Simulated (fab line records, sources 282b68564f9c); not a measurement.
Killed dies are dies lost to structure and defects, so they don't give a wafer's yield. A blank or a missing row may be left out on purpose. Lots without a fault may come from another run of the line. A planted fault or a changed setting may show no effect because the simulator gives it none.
fab line records | flow rit_cmos
record lots=6 wafers=18 last_day=6
route steps=202 shown NLDD@110 PLDD@114 SPACER@125 NSD@131 PSD@142 M1@202
lots that met no fault: from a run of the same line without faults
start_h: hours from the record's first day to the start of the lot's first wafer shown | wait_h: hours since the lot's step before | " the same as in the row above | L1.1+2: a row that stands for several wafers | - no value, or no start given | * or withheld: withheld | < > ~ a bound
route shown NAME@n: a module of which the file shows steps, and the number in the route of the first | usual: mean/standard deviation of fault-free wafers | same: alike in all rows | chamber/n: place in a boat | sites: the reading at each site | _std_site: their standard deviation | _edge_site: outer sites' mean less inner sites' | radius_mm: how far each site lies from the wafer's centre | mask NAME#n: copy n | behind: the tool/chamber that last shaped the wafer | hold: why the lot was held/for how many hours/how that ended | device: the transistor (n, p or np) that didn't switch | end of line: the same wafers' tests at the end of the route | a step without rows: its recipe alone | killed: dies lost to structure and defects at the first sort, not the wafer's yield | map: a wafer's dies, x killed, . not, _ none there
set.NAME: the setting as run; set.NAME@STEP: as run at that earlier step | model.NAME: the simulator's own value behind a step, which no gauge read
lots at some steps of the route; a table a step, a row a wafer
services: from which hour (start_h, from the record's first day; less than 0 if before it) a tool's chamber was out of use, for how many hours, and why
## steps
# step RIT_NLDD_HARDBAKE_07
# recipe resist=NOVOLAK temp_c=140 time_s=60
# step RIT_NLDD_IMPLANT_08
# recipe species=P energy_kev=20 dose_cm2=5e+14 tilt_deg=7
# step RIT_NLDD_STRIP_09
# recipe chemistry=O2 time_s=180 resist=NOVOLAK platen_temp_c=withheld power_w=500 pressure_mtorr=4000 o2_flow_sccm=4000
# usual drypump_motor_current_A=6.1/0.48
# same time_s=180
# columns lot.wafer tool chamber start_h wait_h drypump_motor_current_A rf_hours_counter_h
L261.1 plasma_asher-01 1 57.06 0.1 6.1 42
L261.3 " 1 " " 6.1 -
L261.5 " 0 " " 5.9 -
L265.1 plasma_asher-03 0 79.24 0.1 5.9 44
L265.4 " 0 " " 5.9 -
L265.5 " 0 " " 5.9 -
L267.2 plasma_asher-03 0 90.91 0.1 5.9 45
L267.4 " 1 " " 6.3 -
L267.6 " 1 " " 6.3 -
L272.4 plasma_asher-04 1 112.61 0.1 5.5 -
L272.5 " 1 " " 5.5 -
L272.6 " 0 " " 6.8 -
L275.1 plasma_asher-04 1 126.24 0.1 5.5 36
L275.2 " 0 " " 6.8 36
L275.4 " 1 " " 5.5 -
L276.1 plasma_asher-03 0 132.72 0.1 5.9 52
L276.3 " 0 " " 5.9 -
L276.6 " 1 " " 6.3 -
# step RIT_NLDD_TW_MEAS_10
# usual NLDD_TW=2473/26
# columns lot.wafer tool chamber start_h wait_h NLDD_TW
L261.1 film_metro-03 - 57.24 0.1 2490
L261.3 " - " " 2487
L261.5 " - " " 2478
L265.1 film_metro-01 - 79.41 0.1 2447
L265.4 " - " " 2420
L265.5 " - " " 2437
L267.2 film_metro-03 - 91.09 0.1 2511
L267.4 " - " " 2513
L267.6 " - " " 2498
L272.4 film_metro-03 - 112.76 0.1 2502
L272.5 " - " " 2498
L272.6 " - " " 2498
L275.1 film_metro-01 - 126.41 0.1 2435
L275.2 " - " " 2431
L275.4 " - " " 2446
L276.1 film_metro-02 - 132.90 0.1 2492
L276.3 " - " " 2478
L276.6 " - " " 2480
# step RIT_PLDD_HMDS_00
# recipe prime_time_s=60 prime_temp_c=140
# step RIT_PLDD_COAT_01
# recipe resist=NOVOLAK spin_rpm=3250 resist_thk_nm=1000
# step RIT_PLDD_SOFTBAKE_02
# recipe resist=NOVOLAK temp_c=90 time_s=60
# step RIT_PLDD_EXPOSE_03
# recipe mask_id=M8 na=0.57 target_cd_nm=40900 dose_mj=250
# step RIT_PLDD_PEB_04
# recipe resist=NOVOLAK temp_c=withheld time_s=withheld
# step RIT_PLDD_DEVELOP_05
# recipe resist=NOVOLAK develop_time_s=50 dev_temp_c=23
# step RIT_PLDD_OVL_MEAS_06
# usual PLDD_OVL=0.6/1.6
# columns lot.wafer tool chamber start_h wait_h PLDD_OVL[nm]
L261.1 overlay-01 - 58.15 - -0.8
L261.3 " - " " -1.0
L261.5 " - " " 2.5
L265.1 overlay-02 - 80.45 - -0.6
L265.4 " - " " -0.3
L265.5 " - " " -1.8
L267.2 overlay-01 - 92.12 - 2.8
L267.4 " - " " 0.1
L267.6 " - " " 2.6
L272.4 overlay-02 - 113.78 - 2.2
L272.5 " - " " 0.0
L272.6 " - " " -0.7
L275.1 overlay-01 - 127.44 - 3.3
L275.2 " - " " 4.1
L275.4 " - " " 3.5
L276.1 overlay-01 - 133.81 - 1.7
L276.3 " - " " 0.9
L276.6 " - " " -1.4
# step RIT_PLDD_HARDBAKE_07
# recipe resist=NOVOLAK temp_c=140 time_s=60
# step RIT_PLDD_IMPLANT_08
# recipe species=BF2 energy_kev=20 dose_cm2=9e+14 tilt_deg=7
# usual beam_energy_keV=19.999/0.0061 dose_ions_cm2=9.001e+14/8.9e+11 faraday_current_uA=2820/55
# columns lot.wafer tool chamber start_h wait_h beam_energy_keV dose_ions_cm2 faraday_current_uA
L261.1 implanter-01 0 58.33 0.1 19.993 8.979e+14 2894
L261.3 " 0 " " 19.993 8.998e+14 2789
L261.5 " 0 " " 19.997 9.004e+14 2784
L265.1 implanter-04 0 80.63 0.1 20.000 9.014e+14 2826
L265.4 " 0 " " 19.995 9.001e+14 2868
L265.5 " 0 " " 19.996 8.984e+14 2874
L267.2 implanter-04 0 92.33 0.1 19.991 8.484e+14 2646
L267.4 " 0 " " 19.993 8.486e+14 2660
L267.6 " 0 " " 19.998 8.475e+14 2605
L272.4 implanter-04 0 114.44 0.1 20.001 8.49e+14 2685
L272.5 " 0 " " 20.007 8.49e+14 2642
L272.6 " 0 " " 20.011 8.468e+14 2615
L275.1 implanter-02 0 127.63 0.1 20.001 9e+14 2950
L275.2 " 0 " " 19.992 9.01e+14 2705
L275.4 " 0 " " 19.990 8.994e+14 2813
L276.1 implanter-01 0 134.16 0.1 20.004 9.006e+14 2861
L276.3 " 0 " " 20.000 9.008e+14 2857
L276.6 " 0 " " 19.995 8.998e+14 2842
# step RIT_PLDD_STRIP_09
# recipe chemistry=O2 time_s=180 resist=NOVOLAK platen_temp_c=withheld power_w=500 pressure_mtorr=4000 o2_flow_sccm=4000
# usual drypump_motor_current_A=6.0/0.55
# same time_s=180
# columns lot.wafer tool chamber start_h wait_h drypump_motor_current_A rf_hours_counter_h
L261.1 plasma_asher-04 0 58.48 0.1 6.8 28
L261.3 " 1 " " 5.5 -
L261.5 " 0 " " 6.8 -
L265.1 plasma_asher-02 1 80.78 0.1 5.7 43
L265.4 " 1 " " 5.7 -
L265.5 " 1 " " 5.7 -
L267.2 plasma_asher-04 1 92.45 0.1 5.5 31
L267.4 " 1 " " 5.5 -
L267.6 " 1 " " 5.5 -
L272.4 plasma_asher-02 1 114.57 0.1 5.7 -
L272.5 " 0 " " 6.0 -
L272.6 " 1 " " 5.7 -
L275.1 plasma_asher-04 1 127.78 0.1 5.5 36
L275.2 " 0 " " 6.8 36
L275.4 " 0 " " 6.8 -
L276.1 plasma_asher-02 0 134.31 0.1 6.0 51
L276.3 " 1 " " 5.8 -
L276.6 " 0 " " 6.0 -
# step RIT_PLDD_TW_MEAS_10
# usual PLDD_TW=2328/26
# columns lot.wafer tool chamber start_h wait_h PLDD_TW
L261.1 film_metro-01 - 58.66 0.1 2298
L261.3 " - " " 2290
L261.5 " - " " 2273
L265.1 film_metro-03 - 80.96 0.1 2359
L265.4 " - " " 2370
L265.5 " - " " 2361
L267.2 film_metro-03 - 92.64 0.1 2332
L267.4 " - " " 2334
L267.6 " - " " 2311
L272.4 film_metro-02 - 114.72 0.1 2305
L272.5 " - " " 2303
L272.6 " - " " 2318
L275.1 film_metro-03 - 127.95 0.1 2343
L275.2 " - " " 2355
L275.4 " - " " 2352
L276.1 film_metro-02 - 134.48 0.1 2337
L276.3 " - " " 2329
L276.6 " - " " 2333
# step RIT_SPACER_CLEAN_00
# recipe chemistry=SC1 mix=3:3:50 time_s=600 temp_c=75
# step RIT_SPACER_CLEAN_01
# recipe chemistry=dHF dilution=50:1 time_s=30
# step RIT_SPACER_CLEAN_02
# recipe chemistry=SC2 mix=3:3:50 time_s=600 temp_c=75 dry=n2_spin
# step RIT_SPACER_CVD_03
# recipe material=Si3N4 target_thk_nm=250 temp_c=810 precursor=SiH2Cl2/NH3 time_s=3300 pressure_mtorr=300 sih2cl2_flow_sccm=60 nh3_flow_sccm=150
# step RIT_SPACER_THK_MEAS_04
# recipe reads=Si3N4_of_SPACER_CVD_03
# usual SPACER_NITRIDE_THK=249.3/2.7
# columns lot.wafer tool chamber start_h wait_h SPACER_NITRIDE_THK[nm]
L261.1 film_metro-04 - 61.00 0.0 247.6
L261.3 " - " " 245.8
L261.5 " - " " 246.7
L265.1 film_metro-03 - 83.31 0.0 247.3
L265.4 " - " " 248.0
L265.5 " - " " 248.6
L267.2 film_metro-04 - 95.46 0.0 249.0
L267.4 " - " " 252.1
L267.6 " - " " 250.6
L272.4 film_metro-04 - 117.09 0.0 252.7
L272.5 " - " " 252.4
L272.6 " - " " 252.8
L275.1 film_metro-04 - 130.31 0.0 253.1
L275.2 " - " " 253.3
L275.4 " - " " 253.0
L276.1 film_metro-03 - 136.86 0.0 245.8
L276.3 " - " " 248.4
L276.6 " - " " 248.7
# step RIT_SPACER_ETCHBACK_05
# recipe target_depth_a=2500 SF6_flow_sccm=30 CHF3_flow_sccm=30 target=Si3N4 chemistry=SF6/CHF3 pressure_mtorr=40 rf_w=250 time_s=240 stop_on=SiO2
# usual drypump_motor_current_A=5.7/0.37 oes_product_au=0.840/0.014 throttle_valve_pct=10.27/0.16
# same time_s=240
# columns lot.wafer tool chamber start_h wait_h drypump_motor_current_A oes_product_au rf_hours_counter_h throttle_valve_pct
L261.1 rie_diel-03 0 61.06 0.1 5.9 0.848 157 10.32
L261.3 " 3 " " 5.7 0.845 23 10.12
L261.5 " 0 " " 5.9 0.833 - 10.30
L265.1 rie_diel-04 3 83.37 0.1 5.3 0.819 87 10.19
L265.4 " 0 " " 5.6 0.843 - 10.16
L265.5 " 1 " " 5.6 0.846 - 10.29
L267.2 rie_diel-04 1 95.51 0.0 5.6 0.855 112 10.29
L267.4 " 3 " " 5.3 0.827 87 10.22
L267.6 " 0 " " 5.6 0.837 - 10.16
L272.4 rie_diel-04 3 117.12 0.0 5.3 0.823 88 10.22
L272.5 " 2 " " 5.8 0.848 - 10.41
L272.6 " 3 " " 5.3 0.823 - 10.20
L275.1 rie_diel-03 0 130.37 0.1 5.9 0.872 0 10.31
L275.2 " 2 " " 6.4 0.858 97 10.52
L275.4 " 1 " " 5.6 0.832 136 9.97
L276.1 rie_diel-03 1 136.92 0.1 5.6 0.828 136 9.99
L276.3 " 0 " " 5.9 0.863 0 10.30
L276.6 " 3 " " 5.7 0.862 - 10.13
# step RIT_NSD_HMDS_00
# recipe prime_time_s=60 prime_temp_c=140
# step RIT_NSD_COAT_01
# recipe resist=NOVOLAK spin_rpm=3250 resist_thk_nm=1000
# step RIT_NSD_SOFTBAKE_02
# recipe resist=NOVOLAK temp_c=90 time_s=60
# step RIT_NSD_EXPOSE_03
# recipe mask_id=M9 na=0.57 target_cd_nm=40700 dose_mj=250
# step RIT_NSD_PEB_04
# recipe resist=NOVOLAK temp_c=withheld time_s=withheld
# step RIT_NSD_DEVELOP_05
# recipe resist=NOVOLAK develop_time_s=50 dev_temp_c=23
# step RIT_NSD_OVL_MEAS_06
# usual NSD_OVL=-0.3/1.4
# columns lot.wafer tool chamber start_h wait_h NSD_OVL[nm]
L261.1 overlay-02 - 62.06 - 3.7
L261.3 " - " " 1.4
L261.5 " - " " 1.7
L265.1 overlay-02 - 84.49 - -2.1
L265.4 " - " " -2.5
L265.5 " - " " -2.4
L267.2 overlay-02 - 96.64 - 0.7
L267.4 " - " " -0.6
L267.6 " - " " -0.6
L272.4 overlay-02 - 118.26 - -1.2
L272.5 " - " " -1.2
L272.6 " - " " -2.3
L275.1 overlay-01 - 131.66 - -2.8
L275.2 " - " " -0.9
L275.4 " - " " 0.3
L276.1 overlay-01 - 137.92 - -2.4
L276.3 " - " " -0.6
L276.6 " - " " -0.5
# step RIT_NSD_HARDBAKE_07
# recipe resist=NOVOLAK temp_c=140 time_s=60
# step RIT_NSD_IMPLANT_08
# recipe species=P energy_kev=25 dose_cm2=1e+15 tilt_deg=7
# step RIT_NSD_STRIP_09
# recipe chemistry=O2 time_s=180 resist=NOVOLAK platen_temp_c=withheld power_w=500 pressure_mtorr=4000 o2_flow_sccm=4000
# usual drypump_motor_current_A=5.95/0.18
# same time_s=180
# columns lot.wafer tool chamber start_h wait_h drypump_motor_current_A rf_hours_counter_h
L261.1 plasma_asher-02 0 62.40 0.1 5.95 41
L261.3 " 0 " " 5.94 -
L261.5 " 1 " " 5.76 -
L265.1 plasma_asher-02 1 84.83 0.1 5.77 43
L265.4 " 1 " " 5.76 -
L265.5 " 1 " " 5.71 -
L267.2 plasma_asher-02 1 96.97 0.1 5.73 45
L267.4 " 1 " " 5.67 -
L267.6 " 1 " " 5.72 -
L272.4 plasma_asher-02 0 118.64 0.1 5.96 -
L272.5 " 1 " " 5.68 -
L272.6 " 0 " " 5.95 -
L275.1 plasma_asher-02 0 132.02 0.1 5.95 50
L275.2 " 1 " " 5.75 50
L275.4 " 1 " " 5.73 -
L276.1 plasma_asher-02 0 138.26 0.1 5.97 51
L276.3 " 0 " " 5.96 -
L276.6 " 0 " " 5.98 -
# step RIT_NSD_TW_MEAS_10
# usual NSD_TW=3086/38
# columns lot.wafer tool chamber start_h wait_h NSD_TW
L261.1 film_metro-01 - 62.57 0.1 3032
L261.3 " - " " 3033
L261.5 " - " " 3045
L265.1 film_metro-03 - 85.00 0.1 3155
L265.4 " - " " 3134
L265.5 " - " " 3132
L267.2 film_metro-01 - 97.15 0.1 3057
L267.4 " - " " 3056
L267.6 " - " " 3053
L272.4 film_metro-01 - 118.79 0.1 3040
L272.5 " - " " 3042
L272.6 " - " " 3048
L275.1 film_metro-03 - 132.20 0.1 3134
L275.2 " - " " 3133
L275.4 " - " " 3126
L276.1 film_metro-03 - 138.43 0.1 3113
L276.3 " - " " 3139
L276.6 " - " " 3113
# step RIT_PSD_HMDS_00
# recipe prime_time_s=60 prime_temp_c=140
# step RIT_PSD_COAT_01
# recipe resist=NOVOLAK spin_rpm=3250 resist_thk_nm=1000
# step RIT_PSD_SOFTBAKE_02
# recipe resist=NOVOLAK temp_c=90 time_s=60
# step RIT_PSD_EXPOSE_03
# recipe mask_id=M10 na=0.57 target_cd_nm=40900 dose_mj=250
# step RIT_PSD_PEB_04
# recipe resist=NOVOLAK temp_c=withheld time_s=withheld
# step RIT_PSD_DEVELOP_05
# recipe resist=NOVOLAK develop_time_s=50 dev_temp_c=23
# step RIT_PSD_OVL_MEAS_06
# usual PSD_OVL=-0.2/1.5
# columns lot.wafer tool chamber start_h wait_h PSD_OVL[nm]
L261.1 overlay-02 - 63.61 - -3.0
L261.3 " - " " -1.7
L261.5 " - " " -2.8
L265.1 overlay-01 - 86.04 - -1.0
L265.4 " - " " -0.4
L265.5 " - " " 2.1
L267.2 overlay-02 - 98.06 - 1.1
L267.4 " - " " -0.1
L267.6 " - " " -0.4
L272.4 overlay-01 - 119.81 - 3.0
L272.5 " - " " -0.4
L272.6 " - " " 1.9
L275.1 overlay-02 - 133.11 - 0.0
L275.2 " - " " 0.6
L275.4 " - " " -0.7
L276.1 overlay-02 - 139.34 - -3.6
L276.3 " - " " -2.8
L276.6 " - " " -1.8
# step RIT_PSD_HARDBAKE_07
# recipe resist=NOVOLAK temp_c=140 time_s=60
# step RIT_PSD_IMPLANT_08
# recipe species=BF2 energy_kev=27 dose_cm2=5e+15 tilt_deg=7
# step RIT_PSD_STRIP_09
# recipe chemistry=O2 time_s=180 resist=NOVOLAK platen_temp_c=withheld power_w=500 pressure_mtorr=4000 o2_flow_sccm=4000
# usual drypump_motor_current_A=6.0/0.3
# same time_s=180
# columns lot.wafer tool chamber start_h wait_h drypump_motor_current_A rf_hours_counter_h
L261.1 plasma_asher-02 0 63.94 0.1 5.9 41
L261.3 " 1 " " 5.8 -
L261.5 " 0 " " 5.9 -
L265.1 plasma_asher-03 1 86.38 0.1 6.3 45
L265.4 " 1 " " 6.3 -
L265.5 " 0 " " 5.9 -
L267.2 plasma_asher-02 0 98.39 0.1 6.0 45
L267.4 " 0 " " 6.0 -
L267.6 " 0 " " 6.0 -
L272.4 plasma_asher-04 1 120.19 0.1 5.5 -
L272.5 " 1 " " 5.5 -
L272.6 " 0 " " 6.8 -
L275.1 plasma_asher-03 0 133.68 0.1 5.9 52
L275.2 " 1 " " 6.3 52
L275.4 " 0 " " 5.9 -
L276.1 plasma_asher-03 1 139.68 0.1 6.3 53
L276.3 " 0 " " 5.9 -
L276.6 " 0 " " 5.9 -
# step RIT_SDANNEAL_RS_MEAS_06
# recipe thk_meas_gauge=four-point-probe
# usual PLDD_RS=178.6/0.39
# columns lot.wafer tool chamber start_h wait_h PLDD_RS[ohm/sq]
L261.1 film_metro-01 - 64.84 0.1 178.4
L261.3 " - " " 178.6
L261.5 " - " " 178.5
L265.1 film_metro-02 - 87.28 0.1 178.0
L265.4 " - " " 177.9
L265.5 " - " " 178.0
L267.2 film_metro-03 - 99.31 0.1 184.2
L267.4 " - " " 183.8
L267.6 " - " " 184.3
L272.4 film_metro-03 - 121.09 0.1 184.2
L272.5 " - " " 184.5
L272.6 " - " " 184.5
L275.1 film_metro-03 - 134.61 0.1 179.0
L275.2 " - " " 178.4
L275.4 " - " " 178.1
L276.1 film_metro-02 - 140.58 0.1 179.0
L276.3 " - " " 178.8
L276.6 " - " " 179.0
# step RIT_M1_PROBE_99
# usual killed_at_contacts=0.1/0.38 killed_at_front_end=6.9/2.9 killed_dies=7.1/3 killed_open=3.5/2.1 killed_short=3.5/2
# same gross_dies=264 killed_at_M0_to_M3=0 killed_at_M4_up=0 killed_at_back_side=0 killed_at_other=0
# columns lot.wafer tool chamber start_h wait_h killed_at_contacts killed_at_front_end killed_dies killed_open killed_short
L261.1 prober-01 - 72.81 0.1 0 7 7 4 3
L261.3 prober-01 - 72.91 0.2 0 8 8 4 4
L261.5 prober-01 - 73.01 0.2 0 5 5 2 3
L265.1 prober-02 - 95.24 0.1 0 9 9 6 3
L265.4 prober-02 - 95.39 0.2 0 9 9 5 4
L265.5 prober-02 - 95.44 0.2 0 10 10 5 5
L267.2 prober-02 - 106.67 0.1 1 5 6 1 5
L267.4 prober-02 - 106.77 0.2 0 6 6 1 5
L267.6 prober-02 - 106.87 0.2 1 4 5 2 3
L272.4 prober-02 - 128.34 0.2 0 9 9 4 5
L272.5 prober-02 - 128.39 0.2 0 8 8 4 4
L272.6 prober-02 - 128.44 0.2 0 9 9 3 6
L275.1 prober-02 - 141.85 0.1 1 3 4 1 3
L275.2 prober-02 - 141.90 0.1 0 5 5 4 1
L275.4 prober-02 - 142.00 0.2 0 5 5 1 4
L276.1 prober-01 - 147.89 0.1 0 9 9 2 7
L276.3 prober-01 - 147.99 0.2 0 5 5 2 3
L276.6 prober-01 - 148.14 0.2 2 10 12 5 5
# killed by level:class
L261.1 GATE:geometric_particle:open=3 REOX:geometric_particle:short=2 FOX1:geometric_particle:short=1 REOX:geometric_particle:open=1
L261.3 SPACER:geometric_particle:short=3 GATE:geometric_particle:open=2 SPACER:geometric_particle:open=2 GATE:geometric_particle:short=1
L261.5 FOX1:geometric_particle:short=3 FOX1:geometric_particle:open=1 SPACER:geometric_particle:open=1
L265.1 GATE:geometric_particle:short=2 REOX:geometric_particle:open=2 SPACER:geometric_particle:open=2 ACTIVE:geometric_particle:open=1 FOX1:geometric_particle:open=1 SPACER:geometric_particle:short=1
L265.4 GATE:geometric_particle:short=2 FOX1:geometric_particle:open=1 FOX2:geometric_particle:open=1 REOX:geometric_particle:open=1 SPACER:geometric_particle:short=1 SPACER:geometric_particle:open=1 SILICIDE:geometric_particle:open=1 SILICIDE:geometric_particle:short=1
L265.5 GATE:geometric_particle:short=3 FOX2:geometric_particle:open=2 FOX1:geometric_particle:open=1 GATE:geometric_particle:open=1 SPACER:geometric_particle:open=1 SPACER:geometric_particle:short=1 SILICIDE:geometric_particle:short=1
L267.2 GATE:geometric_particle:short=3 SPACER:geometric_particle:open=1 SILICIDE:geometric_particle:short=1 CONTACT:geometric_particle:short=1
L267.4 SILICIDE:geometric_particle:short=2 FOX1:geometric_particle:short=1 GATE:geometric_particle:short=1 REOX:geometric_particle:open=1 SPACER:geometric_particle:short=1
L267.6 FOX1:geometric_particle:short=3 REOX:geometric_particle:open=1 CONTACT:geometric_particle:open=1
L272.4 GATE:geometric_particle:open=2 REOX:geometric_particle:short=2 FOX2:geometric_particle:short=1 GATE:geometric_particle:short=1 SPACER:geometric_particle:short=1 SPACER:geometric_particle:open=1 SILICIDE:geometric_particle:open=1
L272.5 GATE:geometric_particle:short=3 SPACER:geometric_particle:open=3 FOX1:geometric_particle:short=1 GATE:geometric_particle:open=1
L272.6 FOX2:geometric_particle:short=4 GATE:geometric_particle:short=1 REOX:geometric_particle:short=1 REOX:geometric_particle:open=1 SPACER:geometric_particle:open=1 SILICIDE:geometric_particle:open=1
L275.1 GATE:geometric_particle:short=1 REOX:geometric_particle:short=1 SILICIDE:geometric_particle:short=1 CONTACT:geometric_particle:open=1
L275.2 GATE:geometric_particle:open=2 FOX1:geometric_particle:open=1 GATE:geometric_particle:short=1 REOX:geometric_particle:open=1
L275.4 FOX2:geometric_particle:short=1 GATE:geometric_particle:short=1 REOX:geometric_particle:short=1 REOX:geometric_particle:open=1 SPACER:geometric_particle:short=1
L276.1 SPACER:geometric_particle:short=2 GATE:geometric_particle:short=2 SILICIDE:geometric_particle:short=2 GATE:geometric_particle:open=1 REOX:geometric_particle:short=1 SILICIDE:geometric_particle:open=1
L276.3 FOX2:geometric_particle:short=1 GATE:geometric_particle:short=1 GATE:geometric_particle:open=1 REOX:geometric_particle:open=1 SILICIDE:geometric_particle:short=1
L276.6 GATE:geometric_particle:open=2 GATE:geometric_particle:short=2 SILICIDE:geometric_particle:short=2 CONTACT:coat_microbubble_printed=2 FOX1:geometric_particle:open=1 SPACER:geometric_particle:short=1 SPACER:geometric_particle:open=1 SILICIDE:geometric_particle:open=1
## services
# columns tool chamber start_h hours kind
plasma_asher-03 - 45.70 3.9 repair
implanter-04 - 54.61 3.2 pm
rie_diel-03 1 59.09 4.2 repair
rie_diel-03 2 61.72 3.1 repair
plasma_asher-04 - 67.36 4.3 pm
rie_diel-04 2 78.25 10.4 repair
plasma_asher-01 - 86.36 44.0 repair
rie_diel-03 0 107.41 - clean
rie_diel-03 0 107.41 17.7 scheduled_down
rie_diel-03 0 107.41 17.7 vent_cycle
implanter-04 - 112.19 1.7 repair
plasma_asher-01 - 130.40 9.0 pm
plasma_asher-01 0 130.40 9.0 vent_cycle
plasma_asher-01 1 130.40 9.0 vent_cycle
plasma_asher-01 0 139.40 - clean
plasma_asher-01 1 139.40 - clean
## key
first_sign step=RIT_PLDD_IMPLANT_08 reading=dose_ions_cm2 direction=down sigmas=58 usual=9.001e+14 struck=8.482e+14
effect step=RIT_PLDD_IMPLANT_08 reading=faraday_current_uA direction=down sigmas=3.2 usual=2820 struck=2642
effect step=RIT_SDANNEAL_RS_MEAS_06 reading=PLDD_RS direction=up sigmas=14 usual=178.6 struck=184.2
met_at RIT_PLDD_IMPLANT_08
struck_wafers L267.2,L267.4,L267.6,L272.4,L272.5,L272.6
tester_left_out L267,L272
onset_between 80.63 92.33
fault kind=process_parameter_drift tool=implanter-04 chamber=- onset_h=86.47 steps=RIT_PLDD_IMPLANT_08 channel=dose_cm2 offset=-5.2035e+13 shape=step end_h=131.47 acts_in=these_recipes_only stated=9e+14
# tester_left_out: of these lots the tester's yield and bins aren't shown, on N5 and GAA mostly nor the transistor test; their killed dies are dies lost to structure and defects alone, not to doping, threshold or leakage, so they don't give the yield
